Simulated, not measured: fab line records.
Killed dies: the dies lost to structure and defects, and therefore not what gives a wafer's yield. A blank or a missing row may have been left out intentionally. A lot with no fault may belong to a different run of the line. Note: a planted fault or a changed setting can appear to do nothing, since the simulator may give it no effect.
Chamber matching | flow berkeley-cmos170 | UCB170_CONTACT_ETCH_17 on rie-diel-04: 4 sister chambers
The step etches BARC in N2/H2. 14 wafers are shown with their chamber, then 7 later ones without.

WAFERS, EACH WITH ITS CHAMBER
wafer  | chamber | drypump-motor-current-A (A) | throttle-valve-pct (%) | oes-product-au (a.u.)
L291.1 | 2       | 5.9                         | 13.49                  | 1.02
L291.5 | 1       | 5.3                         | 13.52                  | 1.00
L291.6 | 0       | 5.1                         | 13.21                  | 0.94
L294.2 | 2       | 5.9                         | 13.48                  | 1.03
L294.3 | 0       | 5.1                         | 13.19                  | 0.93
L294.4 | 3       | 6.2                         | 13.21                  | 0.97
L298.1 | 2       | 5.9                         | 13.48                  | 1.04
L298.2 | 1       | 5.3                         | 13.53                  | 1.00
L298.5 | 3       | 6.2                         | 13.18                  | 0.98
L302.4 | 0       | 5.0                         | 13.20                  | 0.93
L302.5 | 0       | 5.0                         | 13.20                  | 0.94
L302.6 | 1       | 5.3                         | 13.54                  | 1.00
L309.1 | 2       | 5.9                         | 13.52                  | 1.03
L309.4 | 3       | 6.2                         | 13.21                  | 0.97

SIGNATURES (means of the wafers above)
reading                 | chamber 0 | chamber 1 | chamber 2 | chamber 3 | scatter within a chamber
drypump-motor-current-A | 5.050     | 5.300     | 5.900     | 6.200     | 0.0316
throttle-valve-pct      | 13.2000   | 13.5300   | 13.4925   | 13.2000   | 0.0144
oes-product-au          | 0.9350    | 1.0000    | 1.0300    | 0.9733    | 0.00606
Rule: a wafer's distance from a chamber is the root of the sum, over the readings, of the square of ((its reading less the chamber's mean) divided by the reading's scatter). If the next closest chamber is less than 2 further off than the closest, the wafer can't be placed; otherwise it belongs to the closest. The scatter is the square root of a quotient: the sum, over the shown wafers, of each reading's squared deviation from its chamber's mean, divided by wafers minus chambers.

WAFERS WHOSE CHAMBER IS MISSING
wafer  | drypump-motor-current-A (A) | throttle-valve-pct (%) | oes-product-au (a.u.)
L309.6 | 6.2                         | 13.19                  | 0.98
L308.1 | 6.2                         | 13.19                  | 0.98
L308.5 | 5.1                         | 13.20                  | 0.94
L308.6 | 6.2                         | 13.19                  | 0.97
L310.3 | 6.2                         | 13.20                  | 0.99
L310.4 | 5.3                         | 13.54                  | 0.99
L310.5 | 6.2                         | 13.20                  | 0.98

CHAMBER TAKEN BY EACH
wafer  | from the rows above | in truth
L309.6 | 3                   | 3
L308.1 | 3                   | 3
L308.5 | 0                   | 0
L308.6 | 3                   | 3
L310.3 | 3                   | 3
L310.4 | 1                   | 1
L310.5 | 3                   | 3
Placed correctly: 7 of 7. Number that these rows cannot place: 0. Placed wrongly: 0.
